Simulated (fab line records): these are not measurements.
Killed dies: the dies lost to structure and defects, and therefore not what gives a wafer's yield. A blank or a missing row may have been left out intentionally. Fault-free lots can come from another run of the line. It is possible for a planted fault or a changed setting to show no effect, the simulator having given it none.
The tool behind it: which one?	flow berkeley-cmos170	7 lots, 21 wafers sampled, at 2 steps of a route of 331

## WHAT THE GAUGES SHOWED, per wafer
UCB170_M3_RS_MEAS_02: a four-point-probe measurement.
lot	measured	on	M3_AL_RS (ohm/sq)
L608	day 7 17:37	film-metro-03	0.03153 0.03192 0.03164
L610	day 8 08:32	film-metro-03	0.03188 0.03145 0.0316
L612	day 8 08:50	film-metro-03	0.03219 0.03201 0.03183
L616	day 9 02:12	film-metro-04	0.03182 0.03187 0.03152
L618	day 9 12:45	film-metro-04	0.03155 0.03167 0.03148
L620	day 10 11:25	film-metro-02	0.03146 0.0316 0.0317
L630	day 12 04:58	film-metro-03	0.03199 0.03181 0.03171

## EACH LOT AND THE TOOL THAT RAN IT (in order: tool; ch and the chambers of the sampled wafers; start)
lot	UCB170_M3_SPUTTER_01
L608	pvd-sputter-03, day 7 17:32
L610	pvd-sputter-03, day 8 08:25
L612	pvd-sputter-02, day 8 08:45
L616	pvd-sputter-03, day 9 02:07
L618	pvd-sputter-03, day 9 12:39
L620	pvd-sputter-04, day 10 11:20
L630	pvd-sputter-03, day 12 04:53
- UCB170_M3_SPUTTER_01: material Al, target thk 900 nm, time 120 s.

## THE ANSWER, worked out from the rows above alone
Rule: what is usual is taken from the lots themselves. The widest of any qualifying gaps counts: lots, ordered by their means at a reading, are off when they make up no more than a third of the lots, leave a main group of 4 or more, and stand apart from it by 3 or more times the standard deviation of that group's means. A main group whose means are all the same, to the digits that the tables above print for the reading, isn't used. Also off: a lot with no number at a reading for which 4 or more lots have one. Where the step has rows for the other lots, those lots are counted as sound.
Nothing can be told from this: no lot is off at any reading shown.

## WHAT THE SIMULATOR HAD PUT IN
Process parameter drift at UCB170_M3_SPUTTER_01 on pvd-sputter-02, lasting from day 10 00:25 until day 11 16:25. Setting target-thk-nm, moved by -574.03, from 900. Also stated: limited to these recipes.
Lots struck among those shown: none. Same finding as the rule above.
